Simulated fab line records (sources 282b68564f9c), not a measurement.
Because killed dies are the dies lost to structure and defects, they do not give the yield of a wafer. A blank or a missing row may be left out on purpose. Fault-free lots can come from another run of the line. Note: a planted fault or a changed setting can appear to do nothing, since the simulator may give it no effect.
Which tool was responsible? :: flow ritCmos :: 18 wafers from 6 lots sampled at 2 of the route's 202 steps

== WHAT THE GAUGES READ, wafer by wafer ==
RIT_PSD_OVL_MEAS_06.
lot: L783
measured: day 4 00:06
on: overlay-02
PSD_OVL (nm): - - -

lot: L789
measured: day 5 07:44
on: overlay-01
PSD_OVL (nm): 2.0 1.6 0.6

lot: L793
measured: day 5 23:19
on: overlay-02
PSD_OVL (nm): 0.3 -0.1 0.4

lot: L796
measured: day 6 13:26
on: overlay-02
PSD_OVL (nm): 2.3 2.2 2.1

lot: L798
measured: day 7 01:02
on: overlay-02
PSD_OVL (nm): -1.2 0.8 -0.8

lot: L800
measured: day 7 11:40
on: overlay-02
PSD_OVL (nm): 1.9 -0.3 1.2

== EACH LOT AND THE TOOL THAT RAN IT (in order: tool; ch and the chambers of the sampled wafers; start) ==
lot: L783
RIT_PSD_EXPOSE_03: ilineStepper-02 ch 0, day 3 23:42

lot: L789
RIT_PSD_EXPOSE_03: ilineStepper-02 ch 0, day 5 07:16

lot: L793
RIT_PSD_EXPOSE_03: ilineStepper-02 ch 0, day 5 22:57

lot: L796
RIT_PSD_EXPOSE_03: ilineStepper-02 ch 0, day 6 13:02

lot: L798
RIT_PSD_EXPOSE_03: ilineStepper-02 ch 0, day 7 00:38

lot: L800
RIT_PSD_EXPOSE_03: ilineStepper-01 ch 0, day 7 11:18
- RIT_PSD_EXPOSE_03: exposes mask M10, target cd 40900 nm.

== THE ANSWER, worked out from the rows above alone ==
Rule: the lots themselves supply what counts as usual. Put in order of their means at a reading, lots are off if they are a third of the lots or fewer, leave a main group of 4 or more, and stand apart from it by a gap of 3 or more times the standard deviation of the main group's means; of several such gaps the widest counts. A main group whose means are all the same, to the digits that the tables above print for the reading, isn't used. Also off: a lot with no number at a reading for which 4 or more lots have one. The other lots that the step has rows for count as sound.
Off: L783, seen at RIT_PSD_OVL_MEAS_06 (PSD_OVL). Without a number there: L783. For the main group the mean is 0.9 nm and the standard deviation 0.91.
A tool fits if, at a process step before that reading, it ran every lot that is off, and no sound lot after the first of them. Gauges at RIT_PSD_OVL_MEAS_06: tried the same way as those tools. None of those tried fits.

== WHAT THE SIMULATOR HAD INSERTED ==
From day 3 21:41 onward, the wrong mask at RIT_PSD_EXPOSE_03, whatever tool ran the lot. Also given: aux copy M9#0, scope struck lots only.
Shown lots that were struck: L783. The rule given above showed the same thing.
